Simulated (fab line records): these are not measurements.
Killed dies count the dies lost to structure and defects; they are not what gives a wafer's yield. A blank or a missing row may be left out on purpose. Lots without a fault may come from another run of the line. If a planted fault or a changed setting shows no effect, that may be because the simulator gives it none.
Which tool is to blame? -- flow berkeley_cmos170 -- 42 wafers from 14 lots sampled at 7 of the route's 331 steps

## WHAT THE GAUGES READ, wafer by wafer
UCB170_PFIELD_TW_MEAS_09. Usual: PFIELD_TW typically reads 600.3, with standard deviation 2.6.
lot,measured,on,PFIELD_TW,flag
L938,day 6 00:39,film_metro-02,599.8 600.5 600.8,
L937,day 6 00:46,film_metro-04,603.0 603.5 601.2,
L939,day 6 00:56,film_metro-01,600.6 599.9 597.4,
L934,day 6 01:30,film_metro-04,602.5 603.4 599.7,
L941,day 6 08:08,film_metro-01,599.1 604.8 597.6,
L942,day 6 19:25,film_metro-04,601.4 597.2 599.2,
L943,day 7 02:20,film_metro-02,597.9 600.0 599.3,
L951,day 8 12:46,film_metro-04,600.5 601.3 602.6,
L952,day 8 12:50,film_metro-04,602.6 602.2 601.9,
L950,day 8 13:32,film_metro-02,594.9 598.8 600.5,
L954,day 8 17:20,film_metro-02,595.3 596.1 594.7,
L956,day 9 12:44,film_metro-04,605.2 602.9 602.0,
L955,day 9 12:49,film_metro-02,603.8 604.3 604.5,
L957,day 9 13:00,film_metro-02,597.7 598.2 598.1,

UCB170_NSD_TW_MEAS_10. Usual: NSD_TW typically reads 4174, with standard deviation 16.
lot,measured,on,NSD_TW,flag
L938,day 8 20:22,film_metro-03,4150 4189 4206,
L937,day 8 20:01,film_metro-04,4173 4185 4194,
L939,day 8 20:41,film_metro-03,4153 4164 4161,
L934,day 8 19:52,film_metro-04,4206 4169 4174,
L941,day 9 06:19,film_metro-03,4192 4167 4177,
L942,day 9 14:07,film_metro-03,4189 4181 4188,
L943,day 10 04:37,film_metro-04,4175 4174 4153,
L951,day 11 12:34,film_metro-04,4416 4419 4426,OFF
L952,day 11 13:04,film_metro-03,4172 4168 4162,
L950,day 11 12:51,film_metro-03,4408 4401 4402,OFF
L954,day 11 12:44,film_metro-01,4179 4203 4204,
L956,day 12 14:02,film_metro-03,4182 4174 4185,
L955,day 12 14:41,film_metro-01,4168 4158 4148,
L957,day 12 14:25,film_metro-04,4182 4195 4186,

UCB170_SDANNEAL_RS_MEAS_03: measures by four-point-probe. Usual: NSD_RS typically reads 37.26 ohm/sq, with standard deviation 0.084.
lot,measured,on,NSD_RS (ohm/sq),flag
L938,day 8 21:56,film_metro-03,37.34 37.28 37.30,
L937,day 8 21:49,film_metro-04,37.27 37.29 37.23,
L939,day 8 22:38,film_metro-04,37.41 37.47 37.41,
L934,day 8 21:29,film_metro-03,37.27 37.27 37.42,
L941,day 9 10:18,film_metro-03,37.27 37.32 37.32,
L942,day 9 16:04,film_metro-01,37.12 37.22 37.23,
L943,day 10 07:28,film_metro-04,37.28 37.28 37.23,
L951,day 11 13:59,film_metro-04,35.15 35.08 35.12,OFF
L952,day 11 14:31,film_metro-01,37.16 37.13 37.17,
L950,day 11 14:21,film_metro-03,35.01 34.99 35.06,OFF
L954,day 11 14:01,film_metro-01,37.08 37.10 36.98,
L956,day 12 15:41,film_metro-03,37.22 37.27 37.31,
L955,day 12 16:08,film_metro-03,37.39 37.33 37.37,
L957,day 12 15:57,film_metro-04,37.29 37.26 37.30,

UCB170_V2_CD_MEAS_90: target cd 700 nm. Usual: cd_nm at 700.2 nm, with a standard deviation of 1.5.
lot,measured,on,cd_nm (nm),flag
L938,day 9 20:45,cd_sem-01,699.4 701.1 699.9,
L937,day 9 21:32,cd_sem-01,700.2 701.2 699.4,
L939,day 9 21:12,cd_sem-01,699.4 698.4 700.7,
L934,day 9 20:13,cd_sem-01,700.8 699.3 700.0,
L941,day 10 08:27,cd_sem-01,701.5 700.7 699.7,
L942,day 10 09:58,cd_sem-02,699.2 699.5 698.7,
L943,day 11 02:22,cd_sem-02,699.4 698.6 698.2,
L951,day 12 09:00,cd_sem-02,700.5 699.1 701.9,
L952,day 12 13:02,cd_sem-02,699.6 699.6 698.7,
L950,day 12 13:28,cd_sem-01,701.5 700.7 702.2,
L954,day 12 12:56,cd_sem-01,698.4 698.1 697.7,
L956,day 13 09:12,cd_sem-02,698.6 700.0 697.3,
L955,day 13 10:55,cd_sem-01,701.9 699.7 702.1,
L957,day 13 10:28,cd_sem-02,700.7 700.8 701.8,

## WHAT TOOL EACH LOT RAN ON (gives the tool, then ch and the chambers of the sampled wafers, and finally the start)
lot,UCB170_NSD_IMPLANT_08,UCB170_NSD_STRIP_09,UCB170_V1_STRIP_15
L938,"implanter-04 ch 0, day 8 20:07","plasma_asher-01 ch 0,1, day 8 20:16","plasma_asher-01 ch 0,1, day 9 13:19"
L937,"implanter-03 ch 0, day 8 19:46","plasma_asher-03 ch 0,1, day 8 19:55","plasma_asher-01 ch 0,1, day 9 16:23"
L939,"implanter-01 ch 0, day 8 20:27","plasma_asher-03 ch 0,1, day 8 20:35","plasma_asher-04 ch 0,1, day 9 13:23"
L934,"implanter-01 ch 0, day 8 19:37","plasma_asher-01 ch 0,1, day 8 19:44","plasma_asher-04 ch 1, day 9 12:35"
L941,"implanter-01 ch 0, day 9 06:04","plasma_asher-04 ch 0,1, day 9 06:13","plasma_asher-04 ch 0,1, day 9 23:25"
L942,"implanter-03 ch 0, day 9 13:52","plasma_asher-01 ch 0,1, day 9 14:01","plasma_asher-03 ch 0,1, day 10 04:13"
L943,"implanter-04 ch 0, day 10 04:22","plasma_asher-03 ch 0,1, day 10 04:31","plasma_asher-04 ch 0,1, day 10 19:48"
L951,"implanter-03 ch 0, day 11 12:19","plasma_asher-04 ch 0,1, day 11 12:28","plasma_asher-03 ch 0,1, day 12 03:25"
L952,"implanter-04 ch 0, day 11 12:49","plasma_asher-04 ch 0,1, day 11 12:58","plasma_asher-03 ch 0,1, day 12 04:05"
L950,"implanter-03 ch 0, day 11 12:37","plasma_asher-01 ch 0,1, day 11 12:44","plasma_asher-01 ch 0,1, day 12 04:23"
L954,"implanter-04 ch 0, day 11 12:31","plasma_asher-03 ch 0,1, day 11 12:39","plasma_asher-01 ch 0,1, day 12 03:38"
L956,"implanter-04 ch 0, day 12 13:49","plasma_asher-03 ch 0,1, day 12 13:57","plasma_asher-03 ch 0,1, day 13 03:39"
L955,"implanter-04 ch 0, day 12 14:26","plasma_asher-03 ch 0,1, day 12 14:35","plasma_asher-01 ch 1, day 13 05:11"
L957,"implanter-01 ch 0, day 12 14:11","plasma_asher-01 ch 0,1, day 12 14:19","plasma_asher-03 ch 1, day 13 04:49"
- UCB170_NSD_IMPLANT_08
- UCB170_NSD_STRIP_09: strips in O2.
- UCB170_V1_STRIP_15: strips in O2.

## WHAT THE TOOLS THEMSELVES READ (means of the sampled wafers that have a number; where no wafer has one, the mark that the record gives instead)
UCB170_NSD_IMPLANT_08. Usual: beam_energy_keV 40.000, standard deviation 0.012; beam_on_s 10.00 s, standard deviation 0.2.
lot,tool,beam_energy_keV,beam_on_s (s),flag
L938,implanter-04,40.008,9.93,
L937,implanter-03,39.997,10.27,
L939,implanter-01,39.993,9.84,
L934,implanter-01,39.999,10.02,
L941,implanter-01,40.005,9.97,
L942,implanter-03,40.003,10.12,
L943,implanter-04,39.984,10.22,
L951,implanter-03,48.801,9.89,OFF
L952,implanter-04,39.998,9.75,
L950,implanter-03,48.797,9.96,OFF
L954,implanter-04,40.004,9.98,
L956,implanter-04,39.988,9.85,
L955,implanter-04,40.014,9.95,
L957,implanter-01,40.009,10.02,

UCB170_NSD_STRIP_09. Usual: drypump_motor_current_A 5.93 A, standard deviation 0.25; o2_flow_sccm 400.2 sccm, standard deviation 1.2; oes_product_au 0.534 a.u., standard deviation 0.0044; strip_time_to_endpoint_s 35.85 s, standard deviation 0.075.
lot,tool,drypump_motor_current_A (A),o2_flow_sccm (sccm),oes_product_au (a.u.),strip_time_to_endpoint_s (s),flag
L938,plasma_asher-01,5.68,401.5,0.534,35.91,
L937,plasma_asher-03,6.15,399.5,0.533,35.92,
L939,plasma_asher-03,6.04,400.2,0.534,35.86,
L934,plasma_asher-01,5.66,401.2,0.534,35.92,
L941,plasma_asher-04,6.16,400.0,0.534,35.89,
L942,plasma_asher-01,5.69,400.6,0.531,35.77,
L943,plasma_asher-03,6.15,399.7,0.535,35.90,
L951,plasma_asher-04,6.17,400.4,0.511,38.97,OFF
L952,plasma_asher-04,5.99,399.8,0.531,35.80,
L950,plasma_asher-01,5.69,398.6,0.509,39.05,OFF
L954,plasma_asher-03,6.14,400.4,0.529,35.93,
L956,plasma_asher-03,6.14,399.9,0.532,35.92,
L955,plasma_asher-03,6.14,400.0,0.533,35.77,
L957,plasma_asher-01,5.69,399.7,0.536,35.90,

UCB170_V1_STRIP_15. Usual: drypump_motor_current_A 5.98 A, standard deviation 0.25; o2_flow_sccm 400.1 sccm, standard deviation 1.2; oes_product_au 0.721 a.u., standard deviation 0.0051; strip_time_to_endpoint_s 15.28 s, standard deviation 0.11.
lot,tool,drypump_motor_current_A (A),o2_flow_sccm (sccm),oes_product_au (a.u.),strip_time_to_endpoint_s (s),flag
L938,plasma_asher-01,5.68,400.6,0.722,15.31,
L937,plasma_asher-01,5.67,401.0,0.720,15.29,
L939,plasma_asher-04,5.99,400.5,0.719,15.25,
L934,plasma_asher-04,6.32,399.6,0.718,15.30,
L941,plasma_asher-04,6.00,400.2,0.723,15.08,
L942,plasma_asher-03,6.03,400.4,0.717,15.40,
L943,plasma_asher-04,6.16,400.8,0.720,15.28,
L951,plasma_asher-03,6.03,399.9,0.719,15.30,
L952,plasma_asher-03,6.14,400.2,0.724,15.20,
L950,plasma_asher-01,5.65,401.0,0.726,15.37,
L954,plasma_asher-01,5.67,400.0,0.720,15.24,
L956,plasma_asher-03,6.15,401.5,0.722,15.34,
L955,plasma_asher-01,5.73,401.2,0.718,15.26,
L957,plasma_asher-03,6.25,400.8,0.722,15.23,

## THE ANSWER, worked out from the rows above alone
Rule: take the mean of a lot's wafers that have a number; if it is more than 3 standard deviations from the usual mean, the lot is off. A lot without any number at a reading at which 4 lots or more have one is off too. Where the step has rows for the other lots, those lots are counted as sound. First the gauges in route order, then the tools' own readings, where a lot's mean is used as printed above. The first step at which some lot is off is used, and at that step the reading that is off furthest; a lot without a number counts as furthest.
Off: L951, L950, at UCB170_NSD_TW_MEAS_10 (NSD_TW).
If a tool, at a process step before that reading, ran all the lots that are off and no sound lot after the first of them, it fits. Not tried: the gauges at UCB170_NSD_TW_MEAS_10; whatever is off there is also off at UCB170_NSD_IMPLANT_08, on other tools, and gauge error can't account for it. One candidate fits, namely implanter-03 at UCB170_NSD_IMPLANT_08. A fault onset in the window from L942 (day 9 13:52, its last sound lot) to L951 (day 11 12:19, its first lot off) fits.
On the lots that are off, the tool's own readings at UCB170_NSD_IMPLANT_08 differ by more than 5 times the standard deviation of the sound lots' means, which bears it out; beam_energy_keV reads 48.799 there versus 40.000 on the sound lots.

## WHAT THE SIMULATOR PUT IN
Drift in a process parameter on implanter-03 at UCB170_NSD_IMPLANT_08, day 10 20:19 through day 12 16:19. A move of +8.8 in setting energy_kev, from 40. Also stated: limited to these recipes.
Shown lots that were struck: L951, L950. The same result came from the rule above.
